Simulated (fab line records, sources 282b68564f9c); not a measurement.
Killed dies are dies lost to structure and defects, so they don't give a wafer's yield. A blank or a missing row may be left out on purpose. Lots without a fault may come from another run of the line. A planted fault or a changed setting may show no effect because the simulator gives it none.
Which tool did it? | flow rit_cmos | 13 lots, 39 wafers sampled, at 3 steps of a route of 202

WHAT THE GAUGES READ, wafer by wafer
RIT_M1_RS_MEAS_01: measures by four-point-probe.
lot  | measured    | on            | M1_AL_RS (ohm/sq)
L191 | day 3 15:34 | film_metro-01 | 0.0747 0.0746 0.0747
L192 | day 3 20:04 | film_metro-02 | 0.0735 0.0748 0.0749
L193 | day 4 00:20 | film_metro-04 | 0.0730 0.0736 0.0737
L194 | day 4 05:16 | film_metro-04 | 0.0738 0.0725 0.0734
L196 | day 4 17:28 | film_metro-02 | 0.0751 0.0750 0.0746
L197 | day 4 21:37 | film_metro-04 | 0.0729 0.0750 0.0747
L198 | day 5 04:40 | film_metro-02 | 0.0742 0.0746 0.0743
L199 | day 5 05:03 | film_metro-02 | 0.0745 0.0739 0.0745
L207 | day 6 18:32 | film_metro-01 | 0.0672 0.0755 0.0664
L209 | day 7 11:20 | film_metro-01 | 0.0746 0.0742 0.0746
L211 | day 8 08:07 | film_metro-01 | 0.0733 0.0740 0.0733
L213 | day 8 08:39 | film_metro-04 | 0.0739 0.0732 0.0739
L214 | day 8 15:30 | film_metro-01 | 0.0738 0.0744 0.0749

RIT_M1_THK_MEAS_02: measures by xrf.
lot  | measured    | on            | M1_AL_THK (nm)
L191 | day 3 15:41 | film_metro-01 | 398 401 397
L192 | day 3 20:11 | film_metro-02 | 407 404 402
L193 | day 4 00:27 | film_metro-04 | 410 406 405
L194 | day 4 05:22 | film_metro-04 | 406 413 407
L196 | day 4 17:34 | film_metro-02 | 403 401 403
L197 | day 4 21:44 | film_metro-04 | 410 399 401
L198 | day 5 04:46 | film_metro-02 | 403 404 405
L199 | day 5 05:10 | film_metro-02 | 403 407 401
L207 | day 6 18:38 | film_metro-01 | 445 395 445
L209 | day 7 11:27 | film_metro-01 | 399 402 399
L211 | day 8 08:13 | film_metro-01 | 403 401 403
L213 | day 8 08:44 | film_metro-04 | 403 406 404
L214 | day 8 15:37 | film_metro-01 | 403 396 393

WHICH TOOL RAN EACH LOT (tool, then ch and the chambers of the sampled wafers, then the start)
lot  | RIT_M1_SPUTTER_00
L191 | pvd_sputter-04, day 3 15:16
L192 | pvd_sputter-01, day 3 19:46
L193 | pvd_sputter-04, day 4 00:02
L194 | pvd_sputter-01, day 4 04:57
L196 | pvd_sputter-04, day 4 17:09
L197 | pvd_sputter-01, day 4 21:20
L198 | pvd_sputter-04, day 5 04:21
L199 | pvd_sputter-04, day 5 04:44
L207 | pvd_sputter-04, day 6 18:11
L209 | pvd_sputter-01, day 7 11:02
L211 | pvd_sputter-01, day 8 07:47
L213 | pvd_sputter-03, day 8 08:18
L214 | pvd_sputter-01, day 8 15:11
- RIT_M1_SPUTTER_00: material Al, target thk 400 nm, time 500 s.

WHAT THE TOOLS THEMSELVES READ (means of the sampled wafers that have a number; where no wafer has one, the mark that the record gives instead)
RIT_M1_SPUTTER_00.
lot  | tool           | throttle_valve_pct (%)
L191 | pvd_sputter-04 | 28.3
L192 | pvd_sputter-01 | 30.0
L193 | pvd_sputter-04 | 30.3
L194 | pvd_sputter-01 | 30.3
L196 | pvd_sputter-04 | 28.9
L197 | pvd_sputter-01 | 30.2
L198 | pvd_sputter-04 | 30.1
L199 | pvd_sputter-04 | 28.7
L207 | pvd_sputter-04 | 29.1
L209 | pvd_sputter-01 | 30.5
L211 | pvd_sputter-01 | 30.4
L213 | pvd_sputter-03 | 29.7
L214 | pvd_sputter-01 | 30.5

THE ANSWER, worked out from the rows above alone
Rule: what is usual is taken from the lots themselves. Put in order of their means at a reading, lots are off if they are a third of the lots or fewer, leave a main group of 4 or more, and stand apart from it by a gap of 3 or more times the standard deviation of the main group's means; of several such gaps the widest counts. A main group whose means are all the same, to the digits that the tables above print for the reading, isn't used. A lot without any number at a reading at which 4 lots or more have one is off too. The other lots that the step has rows for count as sound. The gauges are gone through in route order, then the tools' own readings, and for those a lot's mean is taken as printed above. The first step at which some lot is off is used, and at that step the reading that is off furthest; a lot without a number counts as furthest.
Off: L207, at RIT_M1_RS_MEAS_01 (M1_AL_RS). The main group: mean 0.0741 ohm/sq, standard deviation 0.00051.
A tool fits if, at a process step before that reading, it ran every lot that is off, and no sound lot after the first of them. The gauges at RIT_M1_RS_MEAS_01 are tried like those tools. One fits: pvd_sputter-04 at RIT_M1_SPUTTER_00. Its last sound lot is L199 (day 5 04:44), its first lot that is off L207 (day 6 18:11): a fault that began between those two fits.

WHAT THE SIMULATOR HAD PUT IN
Process parameter drift: pvd_sputter-04, from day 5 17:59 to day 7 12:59, at RIT_M1_SPUTTER_00. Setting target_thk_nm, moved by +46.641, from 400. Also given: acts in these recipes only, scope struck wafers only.
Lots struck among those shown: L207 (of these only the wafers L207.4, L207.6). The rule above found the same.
